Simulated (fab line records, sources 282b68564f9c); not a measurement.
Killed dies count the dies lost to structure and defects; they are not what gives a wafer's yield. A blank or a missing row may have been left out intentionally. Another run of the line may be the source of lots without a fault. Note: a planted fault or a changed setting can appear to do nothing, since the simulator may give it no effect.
Lot-split experiment | flow rit-cmos | 23 wafers read across 5 lots, on a route 202 steps long

## ON THE SPLIT
At RIT_NWELL_COAT_01 (resist thk 1300 nm), the setting spin-rpm was moved away from the recipe's 2000 rpm on 5 of the 23 wafers read, by -5.0% to -2.5%. The other wafers ran this setting at the recipe's value.

## FROM THE SPLIT TO THE READING: what the file shows between them, 3 steps
- RIT_NWELL_SOFTBAKE_02: time 60 s
- RIT_NWELL_EXPOSE_03: exposes mask M2, target cd 43900 nm
- RIT_NWELL_DEVELOP_05: develop time 68 s

## THE READING
NOVOLAK_of_NWELL_COAT_01.thk-nm (the simulator's own value, which no gauge read), in nm, at RIT_NWELL_HARDBAKE_07 (time 120 s). The file does not state a usual value for it. Here, 18 wafers ran the recipe; their average is 1137 nm with a standard deviation of 2 nm.

wafer  | tool, chamber at the split | spin-rpm as run, rpm | against the recipe | NOVOLAK_of_NWELL_COAT_01.thk-nm, nm | against lot-mates on the recipe
L077.1 | litho-track-02, 0          | 2000                 | recipe             | 1133                                | -
L077.2 | litho-track-02, 0          | 2000                 | recipe             | 1136                                | -
L077.6 | litho-track-02, 0          | 2000                 | recipe             | 1136                                | -
L077.4 | litho-track-02, 0          | 2000                 | recipe             | 1139                                | -
L077.5 | litho-track-02, 0          | 2000                 | recipe             | 1135                                | -
L078.1 | litho-track-02, 0          | 2000                 | recipe             | 1139                                | -
L078.3 | litho-track-02, 0          | 2000                 | recipe             | 1139                                | -
L078.6 | litho-track-02, 0          | 2000                 | recipe             | 1139                                | -
L078.2 | litho-track-02, 0          | 2000                 | recipe             | 1138                                | -
L078.5 | litho-track-02, 0          | 2000                 | recipe             | 1138                                | -
L079.1 | litho-track-03, 0          | 2000                 | recipe             | 1135                                | -
L079.2 | litho-track-03, 0          | 2000                 | recipe             | 1139                                | -
L079.3 | litho-track-03, 0          | 1899                 | -5.0%              | 1165                                | +28
L079.4 | litho-track-03, 0          | 2000                 | recipe             | 1136                                | -
L079.6 | litho-track-03, 0          | 1899                 | -5.0%              | 1166                                | +29
L083.1 | litho-track-04, 0          | 2000                 | recipe             | 1134                                | -
L083.4 | litho-track-04, 0          | 2000                 | recipe             | 1134                                | -
L083.2 | litho-track-04, 0          | 2000                 | recipe             | 1137                                | -
L085.1 | litho-track-03, 0          | 1949                 | -2.5%              | 1157                                | +18
L085.2 | litho-track-03, 0          | 1949                 | -2.5%              | 1158                                | +20
L085.4 | litho-track-03, 0          | 2000                 | recipe             | 1139                                | -
L085.5 | litho-track-03, 0          | 1949                 | -2.5%              | 1155                                | +16
L085.6 | litho-track-03, 0          | 2000                 | recipe             | 1138                                | -

THE FIT
A straight line over all 23 wafers: NOVOLAK_of_NWELL_COAT_01.thk-nm changes by -6.17 nm for each +1% of spin-rpm; r = -0.97; the points scatter about the line by 2.6 nm.
The same after taking each lot's own level away (the mean of its wafers on the recipe; 23 wafers): -6.05 nm for each +1%; r = -0.98; scatter 1.8 nm.
On that fit, the largest move of spin-rpm shifts the reading by 31 nm.
Across the lots, their own levels run from 1135.0 to 1138.6 nm, a range of 1.8 times the standard deviation given above.
So the lot-to-lot level changes the slope little: the two slopes agree.
Check: with one of the wafers moved furthest among these (-5.0%) left out of the fit, the line predicts +32.1 nm for it against its lot-mates. It came out at +28.3 nm against them.

## OTHER SPLITS ON THESE WAFERS
Note: prior to the reading, these wafers also went through further splits. Each is held against what the fit with the lots' levels taken away leaves over:
other split on the same wafers | wafers away from the commonest value | r with NOVOLAK_of_NWELL_COAT_01.thk-nm (lot level and that fit taken away)
RIT_ACTIVE_CVD_03 temp-c       | 15                                   | -0.04
RIT_ACTIVE_COAT_06 spin-rpm    | 10                                   | +0.31

## THE WHOLE CHAIN: every reading that the file lists as answering this split, in the file's order
step                  | what it does       | reading                                                                          | change (the file's fit)              | r (the file's)
RIT_NWELL_COAT_01     | resist thk 1300 nm | NOVOLAK_of_NWELL_COAT_01.thk-nm (the simulator's own value, which no gauge read) | -6.98 nm for each +1% of the setting | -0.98
RIT_NWELL_HARDBAKE_07 | time 120 s         | NOVOLAK_of_NWELL_COAT_01.thk-nm (the simulator's own value, which no gauge read) | -6.01 nm for each +1% of the setting | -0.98

## FILE'S OWN FIT
NOVOLAK_of_NWELL_COAT_01.thk-nm changes by -6.01 nm for each +1% of spin-rpm, r = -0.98.
